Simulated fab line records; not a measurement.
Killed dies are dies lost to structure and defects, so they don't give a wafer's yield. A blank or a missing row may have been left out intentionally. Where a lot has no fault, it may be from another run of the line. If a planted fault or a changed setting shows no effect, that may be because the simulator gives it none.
Lot-split experiment :: flow rit_cmos :: 5 lots, 23 wafers read, on a route of 202 steps

## THE SPLIT ITSELF
At RIT_PLDD_COAT_01 (resist thk 1000 nm), the setting resist_thk_nm was moved away from the recipe's 1000 nm on 8 of the 23 wafers read, by -5.1% to +2.3%. All remaining wafers had this setting at the recipe value.

## FROM THE SPLIT TO THE READING: what the file shows between them, 3 steps
- RIT_PLDD_SOFTBAKE_02: time 60 s
- RIT_PLDD_EXPOSE_03: exposes mask M8, target cd 40900 nm
- RIT_PLDD_DEVELOP_05: develop time 50 s

## THE READING
NOVOLAK_of_PLDD_COAT_01.thk_nm (the simulator's own value, which no gauge read), in nm, at RIT_PLDD_HARDBAKE_07 (time 60 s). The file gives no usual value for it. The 15 wafers here that ran the recipe average 883.8 nm, standard deviation 3 nm.

wafer: L076.1
tool, chamber at the split: litho_track-01, 0
resist_thk_nm as run, nm: 1000
against the recipe: recipe
NOVOLAK_of_PLDD_COAT_01.thk_nm, nm: 884.6
against lot-mates on the recipe: -

wafer: L076.2
tool, chamber at the split: litho_track-01, 0
resist_thk_nm as run, nm: 1000
against the recipe: recipe
NOVOLAK_of_PLDD_COAT_01.thk_nm, nm: 887
against lot-mates on the recipe: -

wafer: L076.3
tool, chamber at the split: litho_track-01, 0
resist_thk_nm as run, nm: 1000
against the recipe: recipe
NOVOLAK_of_PLDD_COAT_01.thk_nm, nm: 883
against lot-mates on the recipe: -

wafer: L076.4
tool, chamber at the split: litho_track-01, 0
resist_thk_nm as run, nm: 1000
against the recipe: recipe
NOVOLAK_of_PLDD_COAT_01.thk_nm, nm: 880
against lot-mates on the recipe: -

wafer: L076.5
tool, chamber at the split: litho_track-01, 0
resist_thk_nm as run, nm: 1000
against the recipe: recipe
NOVOLAK_of_PLDD_COAT_01.thk_nm, nm: 882.1
against lot-mates on the recipe: -

wafer: L080.1
tool, chamber at the split: litho_track-03, 0
resist_thk_nm as run, nm: 1020
against the recipe: +2.0%
NOVOLAK_of_PLDD_COAT_01.thk_nm, nm: 898.5
against lot-mates on the recipe: +17.2

wafer: L080.2
tool, chamber at the split: litho_track-03, 0
resist_thk_nm as run, nm: 1000
against the recipe: recipe
NOVOLAK_of_PLDD_COAT_01.thk_nm, nm: 881.9
against lot-mates on the recipe: -

wafer: L080.3
tool, chamber at the split: litho_track-03, 0
resist_thk_nm as run, nm: 1000
against the recipe: recipe
NOVOLAK_of_PLDD_COAT_01.thk_nm, nm: 880.4
against lot-mates on the recipe: -

wafer: L080.4
tool, chamber at the split: litho_track-03, 0
resist_thk_nm as run, nm: 1020
against the recipe: +2.0%
NOVOLAK_of_PLDD_COAT_01.thk_nm, nm: 899.2
against lot-mates on the recipe: +17.9

wafer: L080.6
tool, chamber at the split: litho_track-03, 0
resist_thk_nm as run, nm: 1000
against the recipe: recipe
NOVOLAK_of_PLDD_COAT_01.thk_nm, nm: 881.5
against lot-mates on the recipe: -

wafer: L082.1
tool, chamber at the split: litho_track-04, 0
resist_thk_nm as run, nm: 1000
against the recipe: recipe
NOVOLAK_of_PLDD_COAT_01.thk_nm, nm: 888.6
against lot-mates on the recipe: -

wafer: L082.2
tool, chamber at the split: litho_track-04, 0
resist_thk_nm as run, nm: 1000
against the recipe: recipe
NOVOLAK_of_PLDD_COAT_01.thk_nm, nm: 887.7
against lot-mates on the recipe: -

wafer: L082.6
tool, chamber at the split: litho_track-04, 0
resist_thk_nm as run, nm: 1000
against the recipe: recipe
NOVOLAK_of_PLDD_COAT_01.thk_nm, nm: 887.9
against lot-mates on the recipe: -

wafer: L083.1
tool, chamber at the split: litho_track-01, 0
resist_thk_nm as run, nm: 1023
against the recipe: +2.3%
NOVOLAK_of_PLDD_COAT_01.thk_nm, nm: 901.6
against lot-mates on the recipe: +21.0

wafer: L083.2
tool, chamber at the split: litho_track-01, 0
resist_thk_nm as run, nm: 1000
against the recipe: recipe
NOVOLAK_of_PLDD_COAT_01.thk_nm, nm: 880
against lot-mates on the recipe: -

wafer: L083.4
tool, chamber at the split: litho_track-01, 0
resist_thk_nm as run, nm: 1023
against the recipe: +2.3%
NOVOLAK_of_PLDD_COAT_01.thk_nm, nm: 902.2
against lot-mates on the recipe: +21.6

wafer: L083.5
tool, chamber at the split: litho_track-01, 0
resist_thk_nm as run, nm: 1000
against the recipe: recipe
NOVOLAK_of_PLDD_COAT_01.thk_nm, nm: 881.2
against lot-mates on the recipe: -

wafer: L083.6
tool, chamber at the split: litho_track-01, 0
resist_thk_nm as run, nm: 1023
against the recipe: +2.3%
NOVOLAK_of_PLDD_COAT_01.thk_nm, nm: 901
against lot-mates on the recipe: +20.4

wafer: L084.1
tool, chamber at the split: litho_track-03, 0
resist_thk_nm as run, nm: 949
against the recipe: -5.1%
NOVOLAK_of_PLDD_COAT_01.thk_nm, nm: 841.5
against lot-mates on the recipe: -44.0

wafer: L084.2
tool, chamber at the split: litho_track-03, 0
resist_thk_nm as run, nm: 949
against the recipe: -5.1%
NOVOLAK_of_PLDD_COAT_01.thk_nm, nm: 839.8
against lot-mates on the recipe: -45.8

wafer: L084.3
tool, chamber at the split: litho_track-03, 0
resist_thk_nm as run, nm: 1000
against the recipe: recipe
NOVOLAK_of_PLDD_COAT_01.thk_nm, nm: 884.9
against lot-mates on the recipe: -

wafer: L084.4
tool, chamber at the split: litho_track-03, 0
resist_thk_nm as run, nm: 949
against the recipe: -5.1%
NOVOLAK_of_PLDD_COAT_01.thk_nm, nm: 841.4
against lot-mates on the recipe: -44.1

wafer: L084.5
tool, chamber at the split: litho_track-03, 0
resist_thk_nm as run, nm: 1000
against the recipe: recipe
NOVOLAK_of_PLDD_COAT_01.thk_nm, nm: 886.2
against lot-mates on the recipe: -

FIT RESULTS
A straight line over all 23 wafers: NOVOLAK_of_PLDD_COAT_01.thk_nm changes by +8.22 nm for each +1% of resist_thk_nm; r = +0.99; the points scatter about the line by 2.6 nm.
The same after taking each lot's own level away (the mean of its wafers on the recipe; 23 wafers): +8.82 nm for each +1%; r = +1.00; scatter 1.3 nm.
Per that fit: largest resist_thk_nm move, reading shift of 45 nm.
Measured against the standard deviation above, the lots' own levels, which go from 880.60 to 888.07 nm, span 2.5 times it.
The two slopes agree, so the slope changes little with the lot-to-lot level.
Check: for one of the wafers moved furthest among these (-5.1%), held out of the fit, the line's prediction against its lot-mates is -45.2 nm. It came out at -44 nm against them.

## OTHER SPLITS APPLIED TO THESE WAFERS
Note: prior to the reading, these wafers also went through further splits. Each is held against what the fit with the lots' levels taken away leaves over:
other split on the same wafers: RIT_ACTIVE_OXIDATION_01 temp_c
wafers away from the commonest value: 18
r with NOVOLAK_of_PLDD_COAT_01.thk_nm (lot level and that fit taken away): -0.12

other split on the same wafers: RIT_ACTIVE_COAT_06 spin_rpm
wafers away from the commonest value: 6
r with NOVOLAK_of_PLDD_COAT_01.thk_nm (lot level and that fit taken away): +0.14

other split on the same wafers: RIT_FOX2_WET_ETCH_03 time_s
wafers away from the commonest value: 15
r with NOVOLAK_of_PLDD_COAT_01.thk_nm (lot level and that fit taken away): +0.13

other split on the same wafers: RIT_PWELL_IMPLANT_08 dose_cm2
wafers away from the commonest value: 10
r with NOVOLAK_of_PLDD_COAT_01.thk_nm (lot level and that fit taken away): +0.15

other split on the same wafers: RIT_PRETRO_IMPLANT_08 energy_kev
wafers away from the commonest value: 9
r with NOVOLAK_of_PLDD_COAT_01.thk_nm (lot level and that fit taken away): -0.01

other split on the same wafers: RIT_GATE_CVD_08 time_s
wafers away from the commonest value: 15
r with NOVOLAK_of_PLDD_COAT_01.thk_nm (lot level and that fit taken away): +0.11

other split on the same wafers: RIT_GATE_ETCH_19 rf_w
wafers away from the commonest value: 9
r with NOVOLAK_of_PLDD_COAT_01.thk_nm (lot level and that fit taken away): +0.43

other split on the same wafers: RIT_REOX_OXIDATION_03 ox_time_s
wafers away from the commonest value: 15
r with NOVOLAK_of_PLDD_COAT_01.thk_nm (lot level and that fit taken away): +0.05

other split on the same wafers: RIT_NLDD_IMPLANT_08 dose_cm2
wafers away from the commonest value: 8
r with NOVOLAK_of_PLDD_COAT_01.thk_nm (lot level and that fit taken away): -0.03

## THE WHOLE CHAIN: every reading that the file lists as answering this split, in the file's order
step: RIT_PLDD_COAT_01
what it does: resist thk 1000 nm
reading: NOVOLAK_of_PLDD_COAT_01.thk_nm (the simulator's own value, which no gauge read)
change (the file's fit): +10.1 nm for each +1% of the setting
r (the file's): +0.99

step: RIT_PLDD_HARDBAKE_07
what it does: time 60 s
reading: NOVOLAK_of_PLDD_COAT_01.thk_nm (the simulator's own value, which no gauge read)
change (the file's fit): +8.81 nm for each +1% of the setting
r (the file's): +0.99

## FILE'S OWN FIT
NOVOLAK_of_PLDD_COAT_01.thk_nm changes by +8.81 nm for each +1% of resist_thk_nm, r = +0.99.
